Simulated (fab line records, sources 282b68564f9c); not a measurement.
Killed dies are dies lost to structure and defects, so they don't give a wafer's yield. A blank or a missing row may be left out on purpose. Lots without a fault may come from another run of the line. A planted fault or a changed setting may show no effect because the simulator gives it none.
fab line records | flow rit_cmos
record lots=7 wafers=21 last_day=6
route steps=202 shown ACTIVE@1 FOX1@20 FOX2@23 NWELL@28 PWELL@39 GATE@95 M1@202
lots that met no fault: from a run of the same line without faults
start_h: hours from the record's first day to the start of the lot's first wafer shown | wait_h: hours since the lot's step before | " the same as in the row above | L1.1+2: a row that stands for several wafers | - no value, or no start given | * or withheld: withheld | < > ~ a bound
route shown NAME@n: a module of which the file shows steps, and the number in the route of the first | usual: mean/standard deviation of fault-free wafers | same: alike in all rows | chamber/n: place in a boat | sites: the reading at each site | _std_site: their standard deviation | _edge_site: outer sites' mean less inner sites' | radius_mm: how far each site lies from the wafer's centre | mask NAME#n: copy n | behind: the tool/chamber that last shaped the wafer | hold: why the lot was held/for how many hours/how that ended | device: the transistor (n, p or np) that didn't switch | end of line: the same wafers' tests at the end of the route | a step without rows: its recipe alone | killed: dies lost to structure and defects at the first sort, not the wafer's yield | map: a wafer's dies, x killed, . not, _ none there
set.NAME: the setting as run; set.NAME@STEP: as run at that earlier step | model.NAME: the simulator's own value behind a step, which no gauge read
lots at some steps of the route; a table a step, a row a wafer
services: from which hour (start_h, from the record's first day; less than 0 if before it) a tool's chamber was out of use, for how many hours, and why
## steps
# step RIT_ACTIVE_BOW_MEAS_00
# recipe mode=bow
# usual INCOMING_BOW=-1/6.6
# columns lot.wafer tool chamber start_h wait_h INCOMING_BOW[um]
L501.1 film_metro-03 - 45.00 - -6
L501.2 " - " " -4
L501.3 " - " " -2
L503.3 film_metro-03 - 55.04 - -5
L503.5 " - " " -1
L503.6 " - " " -8
L509.1 film_metro-03 - 85.00 - -12
L509.4 " - " " -12
L509.6 " - " " -1
L510.1 film_metro-03 - 90.00 - 1
L510.2 " - " " -5
L510.4 " - " " 0
L511.3 film_metro-04 - 95.04 - -3
L511.5 " - " " -1
L511.6 " - " " 0
L512.1 film_metro-04 - 100.00 - 1
L512.3 " - " " -4
L512.5 " - " " -6
L513.2 film_metro-03 - 105.02 - 1
L513.4 " - " " -2
L513.6 " - " " 8
# step RIT_ACTIVE_OXIDATION_01
# recipe temp_c=1000 ambient=O2 target_thk_a=468 ox_time_s=3360
# step RIT_ACTIVE_THK_MEAS_02
# recipe reads=SiO2_of_ACTIVE_OXIDATION_01
# usual ACTIVE_OXIDE_THK=46.6/0.81
# columns lot.wafer tool chamber start_h wait_h ACTIVE_OXIDE_THK[nm]
L501.1 film_metro-03 - 47.05 0.0 46.4
L501.2 " - " " 46.0
L501.3 " - " " 47.5
L503.3 film_metro-02 - 57.07 0.0 46.5
L503.5 " - " " 46.1
L503.6 " - " " 46.8
L509.1 film_metro-04 - 87.05 0.0 46.1
L509.4 " - " " 46.1
L509.6 " - " " 46.6
L510.1 film_metro-03 - 92.05 0.0 46.5
L510.2 " - " " 46.9
L510.4 " - " " 46.8
L511.3 film_metro-03 - 97.07 0.0 45.7
L511.5 " - " " 45.3
L511.6 " - " " 46.9
L512.1 film_metro-03 - 102.05 0.0 47.2
L512.3 " - " " 46.7
L512.5 " - " " 46.8
L513.2 film_metro-04 - 107.06 0.0 46.6
L513.4 " - " " 45.9
L513.6 " - " " 46.0
# step RIT_ACTIVE_CVD_03
# recipe material=Si3N4 target_thk_nm=150 temp_c=810 precursor=SiH2Cl2/NH3 time_s=1500 pressure_mtorr=300 sih2cl2_flow_sccm=60 nh3_flow_sccm=150
# step RIT_ACTIVE_THK_MEAS_04
# recipe reads=Si3N4_of_ACTIVE_CVD_03
# usual ACTIVE_NITRIDE_THK=150.2/1.4
# columns lot.wafer tool chamber start_h wait_h ACTIVE_NITRIDE_THK[nm]
L501.1 film_metro-03 - 48.53 0.0 152.3
L501.2 " - " " 151.9
L501.3 " - " " 152.9
L503.3 film_metro-03 - 58.55 0.0 150.7
L503.5 " - " " 151.0
L503.6 " - " " 150.4
L509.1 film_metro-04 - 88.53 0.0 148.9
L509.4 " - " " 148.2
L509.6 " - " " 149.4
L510.1 film_metro-04 - 93.53 0.0 151.7
L510.2 " - " " 149.6
L510.4 " - " " 150.1
L511.3 film_metro-03 - 98.55 0.0 150.2
L511.5 " - " " 151.0
L511.6 " - " " 150.1
L512.1 film_metro-03 - 104.24 0.0 151.4
L512.3 " - " " 151.0
L512.5 " - " " 152.2
L513.2 film_metro-03 - 108.54 0.0 150.6
L513.4 " - " " 149.7
L513.6 " - " " 148.9
# step RIT_ACTIVE_HMDS_05
# recipe prime_time_s=60 prime_temp_c=140
# step RIT_ACTIVE_COAT_06
# recipe resist=NOVOLAK spin_rpm=3250 resist_thk_nm=1000
# step RIT_ACTIVE_SOFTBAKE_07
# recipe resist=NOVOLAK temp_c=90 time_s=60
# step RIT_ACTIVE_EXPOSE_08
# recipe mask_id=M1 na=0.6 source_shape=conventional sigma_outer=0.6 target_cd_nm=1400 dose_mj=225
# step RIT_ACTIVE_PEB_09
# recipe resist=NOVOLAK temp_c=withheld time_s=withheld
# step RIT_ACTIVE_DEVELOP_10
# recipe resist=NOVOLAK develop_time_s=50 dev_temp_c=23
# usual developer_temp_C=23.01/0.11
# same develop_time_s=50
# columns lot.wafer tool chamber start_h wait_h developer_temp_C
L501.1 litho_track-02 0 49 - 23.11
L501.2 " 0 " " 23.09
L501.3 " 0 " " 23.16
L503.3 litho_track-02 0 59 - 23.02
L503.5 " 0 " " 23.02
L503.6 " 0 " " 23.12
L509.1 litho_track-02 0 89 - 20.65
L509.4 " 0 " " 20.60
L509.6 " 0 " " 20.73
L510.1 litho_track-02 0 94 - 20.73
L510.2 " 0 " " 20.50
L510.4 " 0 " " 20.62
L511.3 litho_track-02 0 99 - 20.61
L511.5 " 0 " " 20.74
L511.6 " 0 " " 20.67
L512.1 litho_track-01 0 105 - 23.05
L512.3 " 0 " " 23.15
L512.5 " 0 " " 23.07
L513.2 litho_track-03 0 109 - 22.96
L513.4 " 0 " " 22.86
L513.6 " 0 " " 22.92
# step RIT_ACTIVE_CD_MEAS_11
# recipe target_cd_nm=1400
# usual cd_nm=1400.5/2.3
# columns lot.wafer tool chamber start_h wait_h cd_nm
L501.1 cd_sem-01 - 49.55 - 1403.5
L501.2 " - " " 1400.5
L501.3 " - " " 1400.6
L503.3 cd_sem-01 - 59.48 - 1398.0
L503.5 " - " " 1399.0
L503.6 " - " " 1400.3
L509.1 cd_sem-01 - 89.56 - 1393.5
L509.4 " - " " 1389.3
L509.6 " - " " 1390.6
L510.1 cd_sem-02 - 94.44 - 1397.4
L510.2 " - " " 1398.0
L510.4 " - " " 1397.3
L511.3 cd_sem-02 - 99.60 - 1395.6
L511.5 " - " " 1395.9
L511.6 " - " " 1394.2
L512.1 cd_sem-01 - 105.15 - 1400.6
L512.3 " - " " 1400.0
L512.5 " - " " 1399.8
L513.2 cd_sem-02 - 109.58 - 1399.8
L513.4 " - " " 1400.2
L513.6 " - " " 1398.1
# step RIT_ACTIVE_HARDBAKE_12
# recipe resist=NOVOLAK temp_c=140 time_s=60
# step RIT_ACTIVE_ETCH_13
# recipe stop_on=SiO2 chemistry=SF6 target=Si3N4 time_s=210 over_etch_frac=0.4 SF6_flow_sccm=200 pressure_mtorr=260 rf_w=125 target_depth_a=2100
# usual drypump_motor_current_A=5.9/0.36 oes_product_au=0.823/0.015 throttle_valve_pct=7.44/0.094
# columns lot.wafer tool chamber start_h wait_h drypump_motor_current_A oes_product_au rf_hours_counter_h throttle_valve_pct
L501.1 rie_diel-02 0 49.82 0.1 6.4 0.825 138 7.44
L501.2 " 1 " " 5.8 0.827 53 7.23
L501.3 " 3 " " 5.4 0.833 96 7.59
L503.3 rie_diel-03 3 59.71 0.1 5.7 0.804 121 7.34
L503.5 " 3 " " 5.7 0.805 - 7.35
L503.6 " 2 " " 6.7 0.802 - 7.48
L509.1 rie_diel-04 0 89.83 0.1 5.9 0.823 122 7.48
L509.4 " 1 " " 6.1 0.805 116 7.54
L509.6 " 1 " " 6.2 0.821 - 7.53
L510.1 rie_diel-03 2 94.74 0.1 6.7 0.813 51 7.46
L510.2 " 1 " " 5.4 0.840 159 7.32
L510.4 " 0 " " 5.7 0.829 140 7.47
L511.3 rie_diel-03 2 100.10 0.1 6.7 0.809 51 7.49
L511.5 " 2 " " 6.7 0.805 - 7.47
L511.6 " 3 " " 5.7 0.809 - 7.36
L512.1 rie_diel-03 3 105.42 0.1 5.7 0.811 122 7.35
L512.3 " 2 " " 6.7 0.815 51 7.47
L512.5 " 0 " " 5.7 0.835 - 7.47
L513.2 rie_diel-02 1 109.83 0.1 5.9 0.827 54 7.22
L513.4 " 3 " " 5.5 0.829 97 7.60
L513.6 " 2 " " 5.4 0.792 - 7.45
# step RIT_ACTIVE_STRIP_14
# recipe chemistry=O2 time_s=180 resist=NOVOLAK platen_temp_c=withheld power_w=500 pressure_mtorr=4000 o2_flow_sccm=4000
# usual drypump_motor_current_A=5.6/0.39
# columns lot.wafer tool chamber start_h wait_h drypump_motor_current_A rf_hours_counter_h
L501.1 plasma_asher-02 0 49.95 0.1 5.2 41
L501.2 " 1 " " 5.5 41
L501.3 " 0 " " 5.2 -
L503.3 plasma_asher-01 0 59.90 0.1 6.1 -
L503.5 " 0 " " 6.1 -
L503.6 " 1 " " 5.4 -
L509.1 plasma_asher-03 1 89.97 0.1 5.5 33
L509.4 " 1 " " 5.5 -
L509.6 " 1 " " 5.5 -
L510.1 plasma_asher-01 0 94.87 0.1 6.1 40
L510.2 " 1 " " 5.4 40
L510.4 " 0 " " 6.1 -
L511.3 plasma_asher-02 1 100.29 0.1 5.5 -
L511.5 " 0 " " 5.2 -
L511.6 " 1 " " 5.5 -
L512.1 plasma_asher-03 1 105.55 0.1 5.5 34
L512.3 " 0 " " 6.3 -
L512.5 " 0 " " 6.3 -
L513.2 plasma_asher-03 0 109.97 0.1 6.3 34
L513.4 " 0 " " 6.3 -
L513.6 " 0 " " 6.3 -
# step RIT_ACTIVE_CD_MEAS_90
# recipe target_cd_nm=1400
# usual cd_nm=1400.5/2.4
# columns lot.wafer tool chamber start_h wait_h cd_nm
L501.1 cd_sem-01 - 50.12 0.1 1403.5
L501.2 " - " " 1400.8
L501.3 " - " " 1400.5
L503.3 cd_sem-02 - 60.06 0.1 1397.9
L503.5 " - " " 1398.8
L503.6 " - " " 1400.4
L509.1 cd_sem-02 - 90.14 0.1 1393.3
L509.4 " - " " 1389.8
L509.6 " - " " 1390.3
L510.1 cd_sem-02 - 95.04 0.1 1397.2
L510.2 " - " " 1397.7
L510.4 " - " " 1397.4
L511.3 cd_sem-01 - 100.45 0.1 1395.8
L511.5 " - " " 1395.9
L511.6 " - " " 1394.5
L512.1 cd_sem-01 - 105.73 0.1 1400.4
L512.3 " - " " 1399.8
L512.5 " - " " 1400.1
L513.2 cd_sem-01 - 110.16 0.1 1399.0
L513.4 " - " " 1399.8
L513.6 " - " " 1398.1
# step RIT_ACTIVE_CLEAN_15
# recipe chemistry=SC1 mix=3:3:50 time_s=600 temp_c=75
# step RIT_ACTIVE_CLEAN_16
# recipe chemistry=dHF dilution=50:1 time_s=30
# step RIT_ACTIVE_CLEAN_17
# recipe chemistry=SC2 mix=3:3:50 time_s=600 temp_c=75 dry=n2_spin
# step RIT_FOX1_OXIDATION_00
# recipe temp_c=1100 ambient=H2O target_thk_a=3507 p_h2o_torr=720 ox_time_s=1130
# step RIT_FOX1_THK_MEAS_01
# recipe reads=SiO2_of_FOX1_OXIDATION_00
# usual FOX1_OXIDE_THK=349/8.5
# columns lot.wafer tool chamber start_h wait_h FOX1_OXIDE_THK[nm]
L501.1 film_metro-02 - 51.93 0.0 345
L501.2 " - " " 343
L501.3 " - " " 353
L503.3 film_metro-04 - 62.01 0.0 336
L503.5 " - " " 336
L503.6 " - " " 338
L509.1 film_metro-01 - 91.95 0.0 333
L509.4 " - " " 335
L509.6 " - " " 334
L510.1 film_metro-02 - 96.84 0.0 352
L510.2 " - " " 350
L510.4 " - " " 351
L511.3 film_metro-02 - 102.24 0.0 356
L511.5 " - " " 351
L511.6 " - " " 351
L512.1 film_metro-01 - 107.54 0.0 341
L512.3 " - " " 341
L512.5 " - " " 346
L513.2 film_metro-01 - 112.10 0.0 346
L513.4 " - " " 346
L513.6 " - " " 343
# step RIT_FOX1_WET_ETCH_02
# recipe chemistry=BOE target_depth_nm=350 time_s=390 temp_c=21.5 dry=n2_spin dilution=10:1 target=SiO2
# step RIT_FOX2_OXIDATION_00
# recipe temp_c=1100 ambient=H2O target_thk_a=3507 p_h2o_torr=720 ox_time_s=1130
# step RIT_FOX2_THK_MEAS_01
# recipe reads=SiO2_of_FOX2_OXIDATION_00
# usual FOX2_OXIDE_THK=352/6.4
# columns lot.wafer tool chamber start_h wait_h FOX2_OXIDE_THK[nm]
L501.1 film_metro-01 - 53.43 0.0 358
L501.2 " - " " 356
L501.3 " - " " 354
L503.3 film_metro-01 - 64.40 0.0 339
L503.5 " - " " 350
L503.6 " - " " 339
L509.1 film_metro-02 - 93.44 0.0 356
L509.4 " - " " 357
L509.6 " - " " 353
L510.1 film_metro-01 - 98.37 0.0 353
L510.2 " - " " 351
L510.4 " - " " 354
L511.3 film_metro-01 - 103.73 0.0 359
L511.5 " - " " 360
L511.6 " - " " 362
L512.1 film_metro-02 - 109.03 0.0 358
L512.3 " - " " 359
L512.5 " - " " 356
L513.2 film_metro-01 - 114.13 0.0 350
L513.4 " - " " 348
L513.6 " - " " 354
# step RIT_FOX2_CLEAN_02
# recipe chemistry=dHF dilution=50:1 time_s=180
# step RIT_FOX2_WET_ETCH_03
# recipe chemistry=H3PO4 target=Si3N4 target_depth_nm=195 temp_c=165 time_s=2700
# step RIT_FOX2_THK_MEAS_90
# recipe reads=SiO2_of_FOX2_OXIDATION_00
# usual FIELD_OXIDE_LEFT_1_THK=325/6.3
# columns lot.wafer tool chamber start_h wait_h FIELD_OXIDE_LEFT_1_THK[nm]
L501.1 film_metro-02 - 55.07 0.0 331
L501.2 " - " " 328
L501.3 " - " " 327
L503.3 film_metro-01 - 65.28 0.0 312
L503.5 " - " " 322
L503.6 " - " " 312
L509.1 film_metro-01 - 94.32 0.0 329
L509.4 " - " " 330
L509.6 " - " " 327
L510.1 film_metro-01 - 99.31 0.0 326
L510.2 " - " " 324
L510.4 " - " " 327
L511.3 film_metro-01 - 104.62 0.0 332
L511.5 " - " " 333
L511.6 " - " " 335
L512.1 film_metro-02 - 109.91 0.0 331
L512.3 " - " " 331
L512.5 " - " " 329
L513.2 film_metro-01 - 115.01 0.0 322
L513.4 " - " " 320
L513.6 " - " " 325
# step RIT_NWELL_HMDS_00
# recipe prime_time_s=60 prime_temp_c=140
# step RIT_NWELL_COAT_01
# recipe resist=NOVOLAK spin_rpm=2000 resist_thk_nm=1300
# step RIT_NWELL_SOFTBAKE_02
# recipe resist=NOVOLAK temp_c=90 time_s=60
# step RIT_NWELL_EXPOSE_03
# recipe mask_id=M2 na=0.57 target_cd_nm=43900 dose_mj=250
# step RIT_NWELL_PEB_04
# recipe resist=NOVOLAK temp_c=withheld time_s=withheld
# step RIT_NWELL_DEVELOP_05
# recipe resist=NOVOLAK develop_time_s=68 dev_temp_c=23
# step RIT_NWELL_OVL_MEAS_06
# usual NWELL_OVL=0.8/1.2
# columns lot.wafer tool chamber start_h wait_h NWELL_OVL[nm]
L501.1 overlay-02 - 56.01 - 2.7
L501.2 " - " " 0.7
L501.3 " - " " 1.1
L503.3 overlay-01 - 66.34 - -1.4
L503.5 " - " " -0.7
L503.6 " - " " -1.6
L509.1 overlay-02 - 95.26 - 1.0
L509.4 " - " " 0.6
L509.6 " - " " 3.0
L510.1 overlay-01 - 100.25 - -0.4
L510.2 " - " " -1.5
L510.4 " - " " 1.4
L511.3 overlay-02 - 105.55 - 1.7
L511.5 " - " " -0.3
L511.6 " - " " 1.3
L512.1 overlay-02 - 110.85 - -1.2
L512.3 " - " " 0.2
L512.5 " - " " -0.1
L513.2 overlay-01 - 115.95 - 1.4
L513.4 " - " " 2.2
L513.6 " - " " 4.2
# step RIT_NWELL_HARDBAKE_07
# recipe resist=NOVOLAK temp_c=140 time_s=120
# step RIT_NWELL_IMPLANT_08
# recipe species=P energy_kev=170 dose_cm2=5e+13 tilt_deg=7
# step RIT_NWELL_STRIP_09
# recipe chemistry=O2 time_s=180 resist=NOVOLAK platen_temp_c=withheld power_w=500 pressure_mtorr=4000 o2_flow_sccm=4000
# usual drypump_motor_current_A=5.7/0.41
# columns lot.wafer tool chamber start_h wait_h drypump_motor_current_A rf_hours_counter_h
L501.1 plasma_asher-02 0 56.45 0.1 5.2 42
L501.2 " 1 " " 5.5 42
L501.3 " 0 " " 5.2 -
L503.3 plasma_asher-01 0 66.90 0.1 6.1 -
L503.5 " 1 " " 5.4 -
L503.6 " 0 " " 6.2 -
L509.1 plasma_asher-01 1 95.69 0.1 5.4 40
L509.4 " 0 " " 6.1 -
L509.6 " 0 " " 6.1 -
L510.1 plasma_asher-04 1 100.69 0.1 6.1 49
L510.2 " 0 " " 6.3 49
L510.4 " 1 " " 6.1 -
L511.3 plasma_asher-01 0 106.03 0.1 6.1 -
L511.5 " 0 " " 6.1 -
L511.6 " 1 " " 5.4 -
L512.1 plasma_asher-04 0 111.47 0.1 6.3 50
L512.3 " 0 " " 6.2 -
L512.5 " 0 " " 6.2 -
L513.2 plasma_asher-01 0 116.38 0.1 6.1 43
L513.4 " 1 " " 5.4 -
L513.6 " 1 " " 5.4 -
# step RIT_NWELL_TW_MEAS_10
# usual NWELL_TW=2139/14
# columns lot.wafer tool chamber start_h wait_h NWELL_TW
L501.1 film_metro-01 - 56.62 0.1 2125
L501.2 " - " " 2122
L501.3 " - " " 2124
L503.3 film_metro-04 - 67.03 0.1 2157
L503.5 " - " " 2151
L503.6 " - " " 2156
L509.1 film_metro-01 - 95.87 0.1 2119
L509.4 " - " " 2124
L509.6 " - " " 2121
L510.1 film_metro-04 - 100.86 0.1 2154
L510.2 " - " " 2147
L510.4 " - " " 2153
L511.3 film_metro-01 - 106.17 0.1 2145
L511.5 " - " " 2145
L511.6 " - " " 2146
L512.1 film_metro-04 - 111.65 0.1 2156
L512.3 " - " " 2150
L512.5 " - " " 2151
L513.2 film_metro-04 - 116.56 0.1 2140
L513.4 " - " " 2143
L513.6 " - " " 2151
# step RIT_PWELL_HMDS_00
# recipe prime_time_s=60 prime_temp_c=140
# step RIT_PWELL_COAT_01
# recipe resist=NOVOLAK spin_rpm=2000 resist_thk_nm=1300
# step RIT_GATE_ETCH_19
# recipe chemistry=SF6/CHF3/O2 time_s=165 SF6_flow_sccm=30 CHF3_flow_sccm=30 O2_flow_sccm=5 target=poly-Si pressure_mtorr=40 rf_w=160 target_depth_a=3125 over_etch_frac=0.25 stop_on=SiO2
# usual drypump_motor_current_A=5.7/0.37 oes_product_au=0.849/0.0098 throttle_valve_pct=10.28/0.17
# columns lot.wafer tool chamber start_h wait_h drypump_motor_current_A oes_product_au rf_hours_counter_h throttle_valve_pct model.GATE.cd_nm
L501.1 rie_si-02 1 72.98 0.1 5.0 0.857 28 10.30 149.1
L501.2 " 2 " " 5.9 0.844 2 9.97 149.5
L501.3 " 3 " " 5.5 0.858 82 10.47 151.5
L503.3 rie_si-02 1 82.91 0.1 5.1 0.858 28 10.32 147.1
L503.5 " 2 " " 5.9 0.839 - 9.98 149.9
L503.6 " 1 " " 5.0 0.852 - 10.32 151
L509.1 rie_si-02 1 111.42 0.1 5.1 0.859 28 10.31 145.3
L509.4 " 2 " " 5.8 0.845 2 9.99 144.4
L509.6 " 2 " " 5.9 0.837 - 10.00 146.2
L510.1 rie_si-01 0 116.80 0.1 6.3 0.862 136 10.19 147.4
L510.2 " 3 " " 6.0 0.847 104 10.40 144.8
L510.4 " 2 " " 5.6 0.855 130 10.42 143.8
L511.3 rie_si-02 2 122.04 0.1 5.9 0.835 2 9.96 152
L511.5 " 0 " " 5.4 0.838 - 10.39 152
L511.6 " 1 " " 5.1 0.848 - 10.34 150
L512.1 rie_si-01 1 126.75 0.1 6.1 0.857 94 10.07 147.8
L512.3 " 0 " " 6.3 0.868 136 10.20 147.1
L512.5 " 1 " " 6.1 0.854 - 10.07 146.1
L513.2 rie_si-02 3 131.35 0.1 5.5 0.853 82 10.46 154.2
L513.4 " 2 " " 5.9 0.836 2 9.99 153.9
L513.6 " 3 " " 5.5 0.846 - 10.46 154.5
# step RIT_M1_PROBE_99
# usual killed_at_front_end=7/3.1 killed_dies=7/3.1 killed_open=3.4/2.1 killed_short=3.5/2
# same gross_dies=264 killed_at_M0_to_M3=0 killed_at_M4_up=0 killed_at_back_side=0 killed_at_contacts=0 killed_at_other=0
# columns lot.wafer tool chamber start_h wait_h killed_at_front_end killed_dies killed_open killed_short model.etest.pmos_0p15.r_on_ohm_um model.etest.pmos_turned.r_on_ohm_um model.etest.nmos_0p15.drive_ua_um model.etest.pmos_0p15.drive_ua_um model.etest.npoly_line.line_ohm_um model.etest.ppoly_line.line_ohm_um model.etest.ppoly_line.width_nm model.etest.npoly_line.width_nm
L501.1 prober-01 - 93.33 0.1 3 3 2 1 2867 3565 452.4 241.8 165.1 159.3 101 100.5
L501.2 prober-01 - 93.38 0.1 3 3 1 2 2901 3593 452.6 241.8 167.9 161.4 102 101.8
L501.3 prober-01 - 93.43 0.2 9 9 3 6 2934 3663 442.1 237.6 161.2 158.1 103.5 102.4
L503.3 prober-01 - 103.34 0.2 5 5 2 3 2729 3376 476.6 262.6 166.2 161.5 99.45 98.32
L503.5 prober-01 - 103.44 0.2 9 9 6 3 2784 3404 465.9 257.9 164.1 156.6 101.9 101.6
L503.6 prober-01 - 103.49 0.2 6 6 4 2 2865 3503 458 250.6 163.2 155.2 103.5 102.4
L509.1 prober-02 - 131.46 0.1 8 8 2 6 2546 3142 495 277.5 173.7 167.6 98.85 97.75
L509.4 prober-02 - 131.61 0.2 3 3 2 1 2628 3266 496.9 270.6 173.5 168.7 97.97 96.59
L509.6 prober-02 - 131.71 0.2 10 10 6 4 2650 3298 489.4 269.6 173.6 166.9 100.2 98.94
L510.1 prober-01 - 136.42 0.1 10 10 6 4 2837 3504 461.4 253.9 174.3 169.8 99.55 98.95
L510.2 prober-01 - 136.47 0.1 3 3 1 2 2705 3373 477.8 263.5 175 168.4 97.15 96.41
L510.4 prober-01 - 136.57 0.2 8 8 2 6 2728 3393 475.9 265.5 174.1 169.8 95.43 95.17
L511.3 prober-02 - 142.41 0.2 12 12 10 2 2890 3652 472.4 243.3 161.6 159 104 103.1
L511.5 prober-02 - 142.51 0.2 11 11 5 6 2908 3579 468.1 244.9 162.4 156.4 104 103.4
L511.6 prober-02 - 142.56 0.2 7 7 1 6 2744 3407 492.3 255 163 161.2 102.8 101.5
L512.1 prober-01 - 147.03 0.1 4 4 1 3 2711 3425 468.6 260.2 171.2 165.5 99.86 99.1
L512.3 prober-01 - 147.13 0.2 4 4 2 2 2731 3435 477.2 261.3 175.6 168.5 99.63 99.06
L512.5 prober-01 - 147.23 0.2 9 9 6 3 2681 3406 479.6 263.6 178.6 169.1 98.12 97.25
L513.2 prober-02 - 151.46 0.1 4 4 1 3 2915 3590 448.7 240.4 160.9 154.5 106.6 105.7
L513.4 prober-02 - 151.56 0.2 5 5 3 2 2853 3513 455.6 246.3 157.6 152.9 106.6 106.5
L513.6 prober-02 - 151.66 0.2 8 8 3 5 2899 3605 453.8 243.2 159.3 154.2 106.5 106.2
# killed by level:class
L501.1 GATE:geometric_particle:open=2 SPACER:geometric_particle:short=1
L501.2 FOX1:geometric_particle:short=1 GATE:geometric_particle:short=1 GATE:geometric_particle:open=1
L501.3 GATE:geometric_particle:short=3 GATE:geometric_particle:open=2 REOX:geometric_particle:short=2 FOX1:geometric_particle:short=1 REOX:geometric_particle:open=1
L503.3 GATE:geometric_particle:short=2 FOX1:geometric_particle:short=1 GATE:geometric_particle:open=1 SILICIDE:geometric_particle:open=1
L503.5 GATE:geometric_particle:open=3 GATE:geometric_particle:short=3 FOX1:geometric_particle:open=1 SPACER:geometric_particle:open=1 SILICIDE:geometric_particle:open=1
L503.6 GATE:geometric_particle:open=4 GATE:geometric_particle:short=2
L509.1 FOX1:geometric_particle:short=2 FOX2:geometric_particle:short=1 GATE:geometric_particle:open=1 GATE:geometric_particle:short=1 REOX:geometric_particle:open=1 SPACER:geometric_particle:short=1 SILICIDE:geometric_particle:short=1
L509.4 FOX2:geometric_particle:short=1 GATE:geometric_particle:open=1 REOX:geometric_particle:open=1
L509.6 GATE:geometric_particle:open=3 REOX:geometric_particle:short=2 FOX2:geometric_particle:short=1 FOX2:geometric_particle:open=1 GATE:geometric_particle:short=1 REOX:geometric_particle:open=1 SPACER:geometric_particle:open=1
L510.1 GATE:geometric_particle:short=3 GATE:geometric_particle:open=3 FOX1:geometric_particle:open=2 REOX:geometric_particle:short=1 SILICIDE:geometric_particle:open=1
L510.2 FOX1:geometric_particle:open=1 FOX1:geometric_particle:short=1 SILICIDE:geometric_particle:short=1
L510.4 GATE:geometric_particle:short=2 SPACER:geometric_particle:short=2 FOX2:geometric_particle:open=1 FOX2:geometric_particle:short=1 GATE:geometric_particle:open=1 SILICIDE:geometric_particle:short=1
L511.3 GATE:geometric_particle:open=4 FOX1:geometric_particle:open=3 SPACER:geometric_particle:open=2 GATE:geometric_particle:short=2 REOX:geometric_particle:open=1
L511.5 GATE:geometric_particle:short=4 SPACER:geometric_particle:open=3 GATE:geometric_particle:open=2 FOX2:geometric_particle:short=1 SPACER:geometric_particle:short=1
L511.6 SPACER:geometric_particle:short=2 FOX1:geometric_particle:short=1 FOX2:geometric_particle:short=1 GATE:geometric_particle:short=1 REOX:geometric_particle:open=1 REOX:geometric_particle:short=1
L512.1 GATE:geometric_particle:short=1 SPACER:geometric_particle:open=1 SPACER:geometric_particle:short=1 SILICIDE:geometric_particle:short=1
L512.3 FOX1:geometric_particle:open=1 GATE:geometric_particle:open=1 GATE:geometric_particle:short=1 SILICIDE:geometric_particle:short=1
L512.5 GATE:geometric_particle:short=3 SPACER:geometric_particle:open=2 FOX1:geometric_particle:open=1 GATE:geometric_particle:open=1 REOX:geometric_particle:open=1 SILICIDE:geometric_particle:open=1
L513.2 FOX1:geometric_particle:short=1 REOX:geometric_particle:short=1 SPACER:geometric_particle:open=1 SPACER:geometric_particle:short=1
L513.4 FOX1:geometric_particle:open=2 FOX1:geometric_particle:short=2 SILICIDE:geometric_particle:open=1
L513.6 GATE:geometric_particle:short=3 GATE:geometric_particle:open=2 FOX1:geometric_particle:short=1 SPACER:geometric_particle:open=1 SPACER:geometric_particle:short=1
## services
# columns tool chamber start_h hours kind
plasma_asher-01 - 26.78 5.5 repair
rie_diel-04 - 28.55 2.8 pm
plasma_asher-01 - 46.76 12.8 repair
rie_diel-02 2 48.25 9.4 repair
rie_si-01 0 60.62 14.0 repair
rie_diel-02 - 62.39 2.6 repair
plasma_asher-02 - 69.46 7.5 repair
rie_diel-04 2 81.07 4.4 repair
plasma_asher-03 - 93.85 2.8 pm
rie_diel-03 1 99.89 - clean
rie_diel-03 1 99.89 15.5 scheduled_down
rie_diel-03 1 99.89 15.5 vent_cycle
rie_diel-04 - 103.65 0.6 repair
rie_diel-03 - 106.14 1.3 repair
plasma_asher-02 - 108.75 9.0 pm
plasma_asher-02 0 108.75 9.0 vent_cycle
plasma_asher-02 1 108.75 9.0 vent_cycle
plasma_asher-02 0 117.75 - clean
plasma_asher-02 1 117.75 - clean
plasma_asher-01 - 120.14 15.6 pm
rie_diel-03 - 124.90 0.2 repair
## key
first_sign step=RIT_ACTIVE_DEVELOP_10 reading=developer_temp_C direction=down sigmas=22 usual=* struck=*
effect step=RIT_ACTIVE_CD_MEAS_11 reading=cd_nm direction=down sigmas=2.5 usual=1400.5 struck=1394.7 through=control_loop
effect step=RIT_ACTIVE_CD_MEAS_90 reading=cd_nm direction=down sigmas=2.4 usual=1400.5 struck=1394.7 through=control_loop
model_effect step=RIT_GATE_ETCH_19 value=GATE.cd_nm without=152.7 struck=147.3
model_effect step=RIT_M1_PROBE_99 value=etest.pmos_0p15.r_on_ohm_um without=2861 struck=2737
met_at RIT_ACTIVE_DEVELOP_10
struck_wafers L509.1,L509.4,L509.6,L510.1,L510.2,L510.4,L511.3,L511.5,L511.6
tester_left_out L509,L510,L511
loop_trim step=RIT_ACTIVE_EXPOSE_08 setting=dose lots=L510
loop_trim step=RIT_GATE_EXPOSE_13 setting=dose lots=L509,L510
onset_between 59 89
fault kind=process_parameter_drift tool=litho_track-02 chamber=- onset_h=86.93 steps=RIT_ACTIVE_DEVELOP_10 channel=dev_temp_c offset=* shape=step end_h=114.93 acts_in=* stated=*
# tester_left_out: of these lots the tester's yield and bins aren't shown, on N5 and GAA mostly nor the transistor test; their killed dies are dies lost to structure and defects alone, not to doping, threshold or leakage, so they don't give the yield
# loop_trim: a control loop set the setting to another value than it would have without faults
